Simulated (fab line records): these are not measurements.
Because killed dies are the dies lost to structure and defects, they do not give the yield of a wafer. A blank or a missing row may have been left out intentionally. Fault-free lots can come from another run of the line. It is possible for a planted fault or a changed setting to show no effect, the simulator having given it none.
Check of tool commonality	flow berkeley cmos170	Sampled: 14 lots, 42 wafers

== REASON FOR OPENING ==
UCB170_WELLDRIVE_THK_MEAS_02, reading WELLDRIVE_OXIDE_THK: flagged on 2 of 14 lots. Wafers without a fault read 209 nm, standard deviation 4.1.
Rule: flag the lot when none of its wafers has a number, or when each of its wafers that has one lies beyond 4 standard deviations from that mean. All remaining lots are regarded as sound.

lot	measured	on	WELLDRIVE_OXIDE_THK (nm), wafer by wafer	flag
L952	day 3 16:45	film metro-02	208 205 207	
L953	day 3 16:46	film metro-01	207 207 205	
L954	day 4 08:50	film metro-01	202 206 203	
L955	day 4 17:08	film metro-02	204 205 206	
L956	day 4 17:08	film metro-04	206 203 205	
L957	day 4 17:08	film metro-01	216 213 216	
L965	day 6 14:58	film metro-01	162 164 162	FLAGGED
L964	day 6 14:59	film metro-04	155 156 160	FLAGGED
L967	day 7 00:51	film metro-01	206 202 202	
L968	day 7 07:40	film metro-02	209 208 208	
L969	day 7 07:40	film metro-04	206 205 205	
L971	day 8 00:24	film metro-04	209 214 211	
L970	day 8 00:25	film metro-01	216 217 215	
L973	day 8 08:00	film metro-02	212 215 215	
The numbers of the flagged lots are 160 nm on average: -49 nm against the usual, or -12 standard deviations.

== WHICH TOOL EACH LOT WENT THROUGH ==
2 process steps preceding the reading are held in the record, out of 331 steps in the route. Each cell gives the tool, then ch followed by the chambers the sampled wafers passed through, then the start.
lot	flag	UCB170_ZERO_STRIP_07	UCB170_WELLDRIVE_OXIDATION_01
L952		plasma asher-03 ch 0,1, day 1 17:26	furnace-02 ch 0, day 3 13:15
L953		plasma asher-01 ch 0,1, day 1 23:46	furnace-02 ch 0, day 3 13:15
L954		plasma asher-01 ch 0,1, day 2 06:18	furnace-04 ch 0, day 4 05:19
L955		plasma asher-01 ch 0,1, day 2 15:17	furnace-01 ch 0, day 4 13:38
L956		plasma asher-03 ch 0,1, day 2 15:34	furnace-01 ch 0, day 4 13:38
L957		plasma asher-04 ch 0, day 2 15:38	furnace-01 ch 0, day 4 13:38
L965	FLAGGED	plasma asher-04 ch 0,1, day 4 13:15	furnace-02 ch 0, day 6 11:28
L964	FLAGGED	plasma asher-03 ch 0,1, day 4 08:04	furnace-02 ch 0, day 6 11:28
L967		plasma asher-04 ch 0,1, day 5 01:35	furnace-04 ch 0, day 6 21:21
L968		plasma asher-01 ch 0,1, day 5 06:52	furnace-04 ch 0, day 7 04:10
L969		plasma asher-04 ch 0,1, day 5 11:11	furnace-04 ch 0, day 7 04:10
L971		plasma asher-03 ch 0,1, day 5 18:07	furnace-01 ch 0, day 7 20:54
L970		plasma asher-01 ch 0,1, day 5 18:01	furnace-01 ch 0, day 7 20:54
L973		plasma asher-03 ch 0,1, day 6 09:13	furnace-01 ch 0, day 8 04:30
What these steps do:
- UCB170_ZERO_STRIP_07: strips in O2.
- UCB170_WELLDRIVE_OXIDATION_01: target thk 199 nm, ox time 9000 s.
- UCB170_WELLDRIVE_THK_MEAS_02

== FLAGGED AGAINST TOTAL, ONE TOOL AT A TIME (gauges that did the reading follow at the end) ==
step	tool	lots run	flagged	share of the flagged lots	sound lots run after its first flagged lot
UCB170_ZERO_STRIP_07	plasma asher-01	5	0	none	-
UCB170_ZERO_STRIP_07	plasma asher-03	5	1	some	2 (L971,L973)
UCB170_ZERO_STRIP_07	plasma asher-04	4	1	some	2 (L967,L969)
UCB170_WELLDRIVE_OXIDATION_01	furnace-01	6	0	none	-
UCB170_WELLDRIVE_OXIDATION_01	furnace-02	4	2	all	0
UCB170_WELLDRIVE_OXIDATION_01	furnace-04	4	0	none	-
UCB170_WELLDRIVE_THK_MEAS_02	film metro-01	6	1	some	2 (L967,L970)
UCB170_WELLDRIVE_THK_MEAS_02	film metro-02	4	0	none	-
UCB170_WELLDRIVE_THK_MEAS_02	film metro-04	4	1	some	2 (L969,L971)

== THE TABLE: WHAT IT ALLOWS ==
All flagged lots share 1 row of the table, namely furnace-02 at UCB170_WELLDRIVE_OXIDATION_01.
- furnace-02 at UCB170_WELLDRIVE_OXIDATION_01 ran 4 lots, 2 of them flagged. A fault beginning between L952 (day 3 13:15), its last sound lot, and L964 (day 6 11:28), its first flagged one, fits the data.
furnace-02 at UCB170_WELLDRIVE_OXIDATION_01 is the single tool remaining.

== WHAT WAS PUT IN BY THE SIMULATOR ==
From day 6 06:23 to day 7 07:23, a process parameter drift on furnace-02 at UCB170_WELLDRIVE_OXIDATION_01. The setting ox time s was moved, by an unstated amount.
Struck lots among those shown: L965, L964. Same finding as the rule above.
